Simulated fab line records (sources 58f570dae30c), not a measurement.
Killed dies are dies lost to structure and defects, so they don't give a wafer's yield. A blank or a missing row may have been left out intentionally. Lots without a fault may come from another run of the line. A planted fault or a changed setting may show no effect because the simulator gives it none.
The tool behind it: which one?    flow berkeley-cmos170    Sampling: 15 lots, 45 wafers, 5 of 331 route steps

== WHAT THE GAUGES SHOWED, per wafer ==
UCB170_NWELL_THK_MEAS_05. Usual: NWELL_NITRIDE_THK gives 224.1 nm (standard deviation 2.1).
lot   measured     on             NWELL_NITRIDE_THK (nm)  flag
L261  day 2 10:23  film-metro-04  222.4 220.7 223.4       
L263  day 2 23:25  film-metro-04  225.7 226.0 225.1       
L264  day 2 23:25  film-metro-01  221.8 220.8 220.3       
L262  day 2 23:26  film-metro-02  222.0 223.0 223.0       
L265  day 3 09:58  film-metro-04  225.4 224.9 224.6       
L266  day 3 14:30  film-metro-04  227.0 225.3 224.4       
L268  day 3 22:31  film-metro-04  225.2 227.5 225.9       
L267  day 3 22:32  film-metro-01  222.4 223.0 221.9       
L269  day 4 05:38  film-metro-02  223.1 222.4 223.3       
L270  day 4 05:39  film-metro-04  219.6 220.2 220.4       
L273  day 4 17:28  film-metro-02  221.9 224.0 223.6       
L274  day 4 22:34  film-metro-02  221.4 221.9 224.1       
L279  day 6 02:59  film-metro-02  225.6 227.2 225.5       
L281  day 6 11:54  film-metro-04  224.3 223.6 223.9       
L280  day 6 11:55  film-metro-02  225.1 224.9 225.5       

UCB170_WELLDRIVE_THK_MEAS_02. Usual: WELLDRIVE_OXIDE_THK gives 198.3 nm (standard deviation 2.7).
lot   measured     on             WELLDRIVE_OXIDE_THK (nm)  flag
L261  day 4 00:47  film-metro-02  198.7 198.2 198.3         
L263  day 4 11:32  film-metro-04  200.2 199.1 198.7         
L264  day 4 11:33  film-metro-03  197.5 196.3 199.0         
L262  day 4 11:34  film-metro-02  199.1 200.4 198.5         
L265  day 4 19:02  film-metro-04  200.9 198.3 200.9         
L266  day 4 19:02  film-metro-03  197.8 197.0 198.0         
L268  day 5 16:59  film-metro-02  206.6 211.4 219.3         OFF
L267  day 5 11:56  film-metro-03  199.2 201.2 198.5         
L269  day 5 11:55  film-metro-02  195.2 198.3 198.2         
L270  day 5 16:59  film-metro-03  216.0 215.8 213.6         OFF
L273  day 5 22:50  film-metro-02  196.4 192.1 194.2         
L274  day 6 04:30  film-metro-03  203.6 204.2 214.8         OFF
L279  day 7 14:11  film-metro-02  198.7 205.7 202.2         
L281  day 7 21:01  film-metro-04  201.5 199.2 200.6         
L280  day 7 21:02  film-metro-02  200.7 201.5 198.2         

UCB170_NVT_TW_MEAS_09. Usual: NVT_TW gives 526 (standard deviation 6.1).
lot   measured      on             NVT_TW       flag
L261  day 6 01:27   film-metro-02  518 517 518  
L263  day 6 18:46   film-metro-02  515 516 517  
L264  day 6 19:02   film-metro-01  532 533 533  
L262  day 6 18:46   film-metro-01  530 531 536  
L265  day 7 00:43   film-metro-04  530 525 525  
L266  day 7 00:34   film-metro-02  518 518 519  
L268  day 8 00:52   film-metro-02  518 515 516  
L267  day 8 00:12   film-metro-02  516 515 516  
L269  day 8 00:44   film-metro-04  526 532 525  
L270  day 8 01:01   film-metro-01  534 530 530  
L273  day 8 07:20   film-metro-01  532 531 530  
L274  day 8 07:50   film-metro-04  529 530 528  
L279  day 9 21:40   film-metro-01  528 531 529  
L281  day 10 08:31  film-metro-01  530 529 530  
L280  day 10 07:59  film-metro-01  529 531 532  

== TOOL THAT RAN EACH LOT (tool first, then ch and the chambers of the sampled wafers, then the start) ==
lot   UCB170_WELLDRIVE_OXIDATION_01  UCB170_NVT_STRIP_08
L261  furnace-01 ch 0, day 3 21:17   plasma-asher-03 ch 0,1, day 6 01:21
L263  furnace-01 ch 0, day 4 08:02   plasma-asher-02 ch 0,1, day 6 18:39
L264  furnace-01 ch 0, day 4 08:02   plasma-asher-02 ch 0,1, day 6 18:56
L262  furnace-01 ch 0, day 4 08:02   plasma-asher-01 ch 0,1, day 6 18:40
L265  furnace-01 ch 0, day 4 15:32   plasma-asher-01 ch 0,1, day 7 00:37
L266  furnace-01 ch 0, day 4 15:32   plasma-asher-03 ch 0,1, day 7 00:28
L268  furnace-01 ch 0, day 5 13:28   plasma-asher-02 ch 0,1, day 8 00:46
L267  furnace-04 ch 0, day 5 08:25   plasma-asher-03 ch 0,1, day 8 00:07
L269  furnace-04 ch 0, day 5 08:25   plasma-asher-03 ch 0,1, day 8 00:38
L270  furnace-01 ch 0, day 5 13:28   plasma-asher-03 ch 0,1, day 8 00:56
L273  furnace-04 ch 0, day 5 19:20   plasma-asher-01 ch 0,1, day 8 07:14
L274  furnace-01 ch 0, day 6 01:00   plasma-asher-01 ch 1, day 8 07:44
L279  furnace-02 ch 0, day 7 10:41   plasma-asher-03 ch 0,1, day 9 21:34
L281  furnace-04 ch 0, day 7 17:31   plasma-asher-02 ch 0,1, day 10 08:25
L280  furnace-04 ch 0, day 7 17:31   plasma-asher-02 ch 0,1, day 10 07:53
- UCB170_WELLDRIVE_OXIDATION_01: target thk 199 nm, ox time 9000 s.
- UCB170_NVT_STRIP_08: strips in O2.

== AS READ BY THE TOOLS THEMSELVES (means over the sampled wafers that have a number; for cases with no such wafer, the mark the record gives instead) ==
UCB170_WELLDRIVE_OXIDATION_01. Usual: spike-tc-centre-C 1103.2 C, standard deviation 1.1; spike-tc-source-C 1121 C, standard deviation 4.5; zone-power-centre-pct 54.4 %, standard deviation 1.6.
lot   tool        spike-tc-centre-C (C)  spike-tc-source-C (C)  zone-power-centre-pct (%)  flag
L261  furnace-01  1103.3                 1117                   56.0                       
L263  furnace-01  1103.4                 1117                   55.7                       
L264  furnace-01  1103.6                 1117                   55.6                       
L262  furnace-01  1103.0                 1119                   55.3                       
L265  furnace-01  1102.9                 1117                   55.5                       
L266  furnace-01  1103.1                 1117                   55.3                       
L268  furnace-01  1130.5                 1116                   71.0                       OFF
L267  furnace-04  1102.3                 1125                   52.8                       
L269  furnace-04  1103.6                 1127                   52.6                       
L270  furnace-01  1131.4                 1116                   71.7                       OFF
L273  furnace-04  1102.7                 1125                   52.3                       
L274  furnace-01  1131.5                 1117                   71.1                       OFF
L279  furnace-02  1105.0                 1128                   55.7                       
L281  furnace-04  1102.6                 1125                   52.6                       
L280  furnace-04  1102.5                 1127                   52.8                       

UCB170_NVT_STRIP_08. Usual: drypump-motor-current-A 5.7 A, standard deviation 0.6; oes-product-au 0.734 a.u., standard deviation 0.0048; strip-time-to-endpoint-s 21.61 s, standard deviation 0.067.
lot   tool             drypump-motor-current-A (A)  oes-product-au (a.u.)  strip-time-to-endpoint-s (s)  flag
L261  plasma-asher-03  5.7                          0.735                  21.62                         
L263  plasma-asher-02  6.0                          0.731                  21.49                         
L264  plasma-asher-02  6.0                          0.734                  21.66                         
L262  plasma-asher-01  5.8                          0.731                  21.67                         
L265  plasma-asher-01  5.8                          0.735                  21.56                         
L266  plasma-asher-03  5.7                          0.732                  21.66                         
L268  plasma-asher-02  6.0                          0.735                  21.58                         
L267  plasma-asher-03  5.7                          0.732                  21.74                         
L269  plasma-asher-03  5.7                          0.732                  21.59                         
L270  plasma-asher-03  5.7                          0.736                  21.56                         
L273  plasma-asher-01  5.8                          0.739                  21.57                         
L274  plasma-asher-01  5.8                          0.733                  21.58                         
L279  plasma-asher-03  5.7                          0.737                  21.60                         
L281  plasma-asher-02  6.0                          0.734                  21.57                         
L280  plasma-asher-02  6.0                          0.739                  21.57                         

== THE ANSWER, worked out from the rows above alone ==
Rule: take the mean of a lot's wafers that have a number; if it is more than 3 standard deviations from the usual mean, the lot is off. A lot without any number at a reading at which 4 lots or more have one is off too. All remaining lots with rows at the step are treated as sound. First the gauges in route order, then the tools' own readings, where a lot's mean is used as printed above. At the first step where some lot is off, the reading lying furthest off is the one used; lots without a number count as furthest.
Off: L268, L270, L274, seen at UCB170_WELLDRIVE_THK_MEAS_02 (WELLDRIVE_OXIDE_THK).
A tool fits if, at a process step before that reading, it ran every lot that is off, and no sound lot after the first of them. The gauges at UCB170_WELLDRIVE_THK_MEAS_02 aren't tried: what is off there is off at UCB170_WELLDRIVE_OXIDATION_01 too, on other tools, and a gauge's error can't cause that. One candidate fits, namely furnace-01 at UCB170_WELLDRIVE_OXIDATION_01. Its last sound lot is L265 (day 4 15:32), its first lot that is off L268 (day 5 13:28): a fault that began between those two fits.
The tool's own readings at UCB170_WELLDRIVE_OXIDATION_01 bear it out: on the lots that are off they differ by more than 5 times the standard deviation of the sound lots' means. spike-tc-centre-C reads 1131.1 C there against 1103.2 C on the sound lots; zone-power-centre-pct reads 71.3 % there against 54.4 % on the sound lots.

== WHAT THE SIMULATOR HAD INSERTED ==
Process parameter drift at UCB170_WELLDRIVE_OXIDATION_01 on furnace-01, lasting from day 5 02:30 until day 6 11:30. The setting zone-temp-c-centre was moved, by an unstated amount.
Struck lots among those shown: L268, L270, L274. This agrees with what the rule above found.
